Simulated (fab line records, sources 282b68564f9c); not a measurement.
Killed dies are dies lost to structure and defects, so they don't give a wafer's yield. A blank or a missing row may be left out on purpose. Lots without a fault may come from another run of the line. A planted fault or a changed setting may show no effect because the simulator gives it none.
Which tool did it? | flow rit_cmos | 14 lots, 42 wafers sampled, at 2 steps of a route of 202

WHAT THE GAUGES READ, wafer by wafer
RIT_SDANNEAL_RS_MEAS_04: measures by four-point-probe. Usual: PSD_RS 115.94 ohm/sq, standard deviation 0.28.
lot  | measured    | on            | PSD_RS (ohm/sq)      | flag
L245 | day 3 02:45 | film_metro-01 | 115.97 115.68 115.41 |
L246 | day 3 07:02 | film_metro-03 | 115.73 115.37 115.61 |
L247 | day 3 11:22 | film_metro-01 | 116.11 116.05 115.93 |
L248 | day 3 16:37 | film_metro-01 | 115.66 115.56 115.44 |
L251 | day 4 14:49 | film_metro-01 | 116.05 116.26 116.04 |
L253 | day 4 19:23 | film_metro-01 | 115.97 116.02 115.75 |
L254 | day 5 03:03 | film_metro-03 | 116.17 116.42 116.34 |
L255 | day 5 05:42 | film_metro-01 | 116.10 116.42 116.42 |
L256 | day 5 12:52 | film_metro-02 | 116.24 115.94 116.23 |
L260 | day 6 08:57 | film_metro-02 | 115.82 115.47 116.00 |
L262 | day 6 14:25 | film_metro-03 | 116.10 116.32 116.10 |
L263 | day 6 20:22 | film_metro-02 | 115.84 116.10 115.68 |
L266 | day 7 11:10 | film_metro-02 | 115.88 115.47 115.72 |
L267 | day 7 16:20 | film_metro-02 | 115.45 115.89 115.72 |

WHICH TOOL RAN EACH LOT (tool, then ch and the chambers of the sampled wafers, then the start)
lot  | RIT_PRETRO_STRIP_09
L245 | plasma_asher-01 ch 0,1, day 2 07:46
L246 | plasma_asher-01 ch 0,1, day 2 12:47
L247 | plasma_asher-03 ch 0,1, day 2 16:43
L248 | plasma_asher-02 ch 0,1, day 2 22:13
L251 | plasma_asher-03 ch 0,1, day 3 15:00
L253 | plasma_asher-01 ch 0,1, day 3 23:59
L254 | plasma_asher-01 ch 0, day 4 06:19
L255 | plasma_asher-02 ch 0,1, day 4 11:57
L256 | plasma_asher-02 ch 0,1, day 4 17:07
L260 | plasma_asher-02 ch 0,1, day 5 11:57
L262 | plasma_asher-03 ch 0,1, day 5 20:17
L263 | plasma_asher-02 ch 1, day 6 01:47
L266 | plasma_asher-03 ch 0,1, day 6 16:07
L267 | plasma_asher-01 ch 0,1, day 6 22:05
- RIT_PRETRO_STRIP_09: strips in O2, time 180 s.

WHAT THE TOOLS THEMSELVES READ (means of the sampled wafers that have a number; where no wafer has one, the mark that the record gives instead)
RIT_PRETRO_STRIP_09. Usual: drypump_motor_current_A 6.01 A, standard deviation 0.18; run_length_s 208.3 s, standard deviation 0.45.
lot  | tool            | drypump_motor_current_A (A) | run_length_s (s) | flag
L245 | plasma_asher-01 | 6.07                        | 208.3            |
L246 | plasma_asher-01 | 6.01                        | 208.1            |
L247 | plasma_asher-03 | 6.15                        | 208.7            |
L248 | plasma_asher-02 | 5.84                        | 207.9            |
L251 | plasma_asher-03 | 6.14                        | 208.6            |
L253 | plasma_asher-01 | 6.07                        | 208.5            |
L254 | plasma_asher-01 | 5.94                        | 207.9            |
L255 | plasma_asher-02 | 5.88                        | 207.7            |
L256 | plasma_asher-02 | 5.80                        | 208.0            |
L260 | plasma_asher-02 | 5.89                        | 207.8            |
L262 | plasma_asher-03 | 6.17                        | 208.6            |
L263 | plasma_asher-02 | 5.70                        | 208.4            |
L266 | plasma_asher-03 | 6.02                        | 208.5            |
L267 | plasma_asher-01 | 6.06                        | 208.5            |

THE ANSWER, worked out from the rows above alone
Rule: a lot is off if the mean of its wafers that have a number lies more than 3 standard deviations from the usual mean. A lot without any number at a reading at which 4 lots or more have one is off too. The other lots that the step has rows for count as sound. The gauges are gone through in route order, then the tools' own readings, and for those a lot's mean is taken as printed above. The first step at which some lot is off is used, and at that step the reading that is off furthest; a lot without a number counts as furthest.
No lot is off at any reading shown: from this, nothing can be told.

WHAT THE SIMULATOR HAD PUT IN
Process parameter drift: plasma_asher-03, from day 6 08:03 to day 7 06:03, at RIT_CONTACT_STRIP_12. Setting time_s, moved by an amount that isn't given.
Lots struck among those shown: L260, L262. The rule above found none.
